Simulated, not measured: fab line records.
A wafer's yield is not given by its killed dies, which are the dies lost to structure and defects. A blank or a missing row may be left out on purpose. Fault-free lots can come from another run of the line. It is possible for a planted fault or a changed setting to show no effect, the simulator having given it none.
One fault seen from 2 desks -- flow berkeleyCmos170 -- each desk has only its own numbers; what lay behind them comes last

== THE METROLOGY DESK ==
Means of the sampled wafers that have a number, per lot and without regard to the tool the lot ran on: this is what the gauges read. A lot is out of limits, marked OUT, if its mean lies more than 4 standard deviations from the usual mean; the brackets give that distance.
Columns: A = M2_AL_RS at UCB170_M2_RS_MEAS_02, usual 0.0324 ohm/sq; B = M2_AL_THK at UCB170_M2_THK_MEAS_03, usual 887 nm
lot,first seen here,A,B
L362,day 7 16:36,0.0322,884
L359,day 7 16:41,0.0323,880
L361,day 7 19:48,0.0325,897
L363,day 8 22:02,0.0326,895
L365,day 9 01:52,0.0324,886
L364,day 9 02:08,0.0328,864
L368,day 9 07:35,0.0323,878
L373,day 10 11:34,0.0433 (+34) OUT,661 (-21) OUT
L369,day 10 12:05,0.0428 (+32) OUT,682 (-19) OUT
L377,day 11 01:00,0.0322,898
L378,day 11 01:10,0.0325,889
L381,day 12 01:10,0.0329,867
L380,day 12 02:43,0.0323,896
L382,day 12 18:23,0.0323,884
This desk finds L369, L373 out of limits, with the earliest case on L373 at day 10 11:34 (M2_AL_RS at UCB170_M2_RS_MEAS_02). L362, L359, L361, L363, L365, L364, L368, L377, L378, L381, L380, L382 stayed within limits.

== DESK OF THE TOOL OWNER: pvdSputter-01 ==
The tool's own readings at UCB170_M2_SPUTTER_01 (material Al, target thk 900 nm, time 120 s): means of the sampled wafers that have a number, for each lot that ran on this tool. A lot is out of limits, marked OUT, if its mean lies more than 4 standard deviations from the usual mean; the brackets give that distance.
Columns: A = cathodeDcPowerW at UCB170_M2_SPUTTER_01, usual 6000.0 W; B = throttleValvePct at UCB170_M2_SPUTTER_01, usual 29.8 %
lot,first seen here,A,B
L362,day 7 16:29,6000.2,29.9
L361,day 7 19:40,5999.2,29.2
L365,day 9 01:46,5999.2,29.3
L368,day 9 07:28,6000.7,29.7
L373,day 10 11:29,4490.6 (-99 or more) OUT,29.9
L369,day 10 11:58,4489.2 (-99 or more) OUT,30.2
This desk finds L369, L373 out of limits, L373 being first, at day 10 11:29 (cathodeDcPowerW at UCB170_M2_SPUTTER_01). L362, L361, L365, L368 stayed within limits.

== TAKEN TOGETHER ==
The tool owner's desk could have raised an alarm at day 10 11:29, on L369, L373.
L369, L373 would have let the metrology desk raise an alarm at day 10 11:34.
Every lot named ran UCB170_M2_SPUTTER_01 on pvdSputter-01.

== WHAT WAS PUT IN BY THE SIMULATOR ==
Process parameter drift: pvdSputter-01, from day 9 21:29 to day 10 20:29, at UCB170_M2_SPUTTER_01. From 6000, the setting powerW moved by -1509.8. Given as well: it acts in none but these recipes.
Shown lots that were struck: L369, L373.
Time in hours from fault onset to the first out-of-limits reading at each desk: tool owner's desk 14, metrology desk 14.
